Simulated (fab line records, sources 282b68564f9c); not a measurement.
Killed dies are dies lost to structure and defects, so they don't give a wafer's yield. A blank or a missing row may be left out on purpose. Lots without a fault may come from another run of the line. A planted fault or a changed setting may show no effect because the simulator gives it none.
Problem report in the 8D (eight disciplines) form, filled by code | flow rit_cmos | the parts of the form that need people (team, actions taken, sign-off) are left out

1. THE PROBLEM
NLDD_OVL at RIT_NLDD_OVL_MEAS_06 reads a mean of -150.5 nm on 12 wafers of 4 lots; wafers without a fault read -0.8 nm with a standard deviation of 1.2. That is -99 or more standard deviations from the usual mean.
First seen on wafer L444.3, day 5 20:14, on overlay-02. The record holds 48 wafers of 16 lots with a number at this step. Rule for "out", or "out of limits": more than 4 standard deviations from the usual mean. The other wafers with a number count as sound.

2. WHAT IT IS AND WHAT IT IS NOT
question                    | is                     | is not
which readings at this step | NLDD_OVL               | -
which lots                  | L444, L446, L447, L448 | L431, L433, L434, L435, L436, L439, L441, L442, L443, L445, L449, L453
which wafers of those lots  | all that have a number | -
read on which gauges        | overlay-01, overlay-02 | -
when                        | from day 5 20:14       | up to then (27 sound wafers); but 9 sound wafers of L445, L449, L453 came after

3. SUSPECTS, AND WHAT RULES EACH OUT
Counting: a tool at a process step up to the reading stays a suspect if it ran every lot that is out and no sound lot after the first of them.
- the gauge at RIT_NLDD_OVL_MEAS_06: ruled out. The wafers that are out were read on 2 gauges (overlay-01, overlay-02).
- iline_stepper-01 at RIT_NLDD_EXPOSE_03 (exposes mask M7, target cd 40700 nm): kept. It ran every lot that is out, first L444 (day 5 19:52), and no sound lot after that; its last sound lot up to then is L442 (day 5 07:04).
Left after counting: iline_stepper-01 at RIT_NLDD_EXPOSE_03.

4. THE CAUSE (what the simulator had put in)
Scanner matching overlay: iline_stepper-01, from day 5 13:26 on, at RIT_NLDD_EXPOSE_03. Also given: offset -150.
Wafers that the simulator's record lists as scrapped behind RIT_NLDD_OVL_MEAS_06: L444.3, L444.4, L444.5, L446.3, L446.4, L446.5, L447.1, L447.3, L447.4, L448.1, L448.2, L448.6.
Counting left only this tool.

5. THE CHAIN OF EFFECTS, in route order
Each row: a reading whose mean over the struck wafers that have a number lies more than 3 standard deviations from the usual. Only readings for which the record gives a usual standard deviation are gone through. hours: the time from each lot's start at the first step in this table that gives one to its start at this step, as a median over the lots. sigmas: the change in usual standard deviations.
hours | step                 | reading  | usual   | on struck wafers | change | sigmas
0     | RIT_NLDD_OVL_MEAS_06 | NLDD_OVL | -0.8 nm | -150.5           | -149.7 | -99 or more

6. WHAT WOULD HAVE CAUGHT IT SOONER
In this record the first reading out of limits at a measuring or inspecting step was taken at day 5 20:14, 7 hours after the fault began at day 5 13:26.
Of the tool readings at RIT_NLDD_EXPOSE_03 for which the record gives a usual standard deviation, none was out on any struck wafer, so an alarm limit of 4 standard deviations on them would not have fired.
Of the lots that are out (4), L446, L447, L448 began RIT_NLDD_EXPOSE_03 on iline_stepper-01 after day 5 20:14. A hold on the tool at that time would have spared those 3.
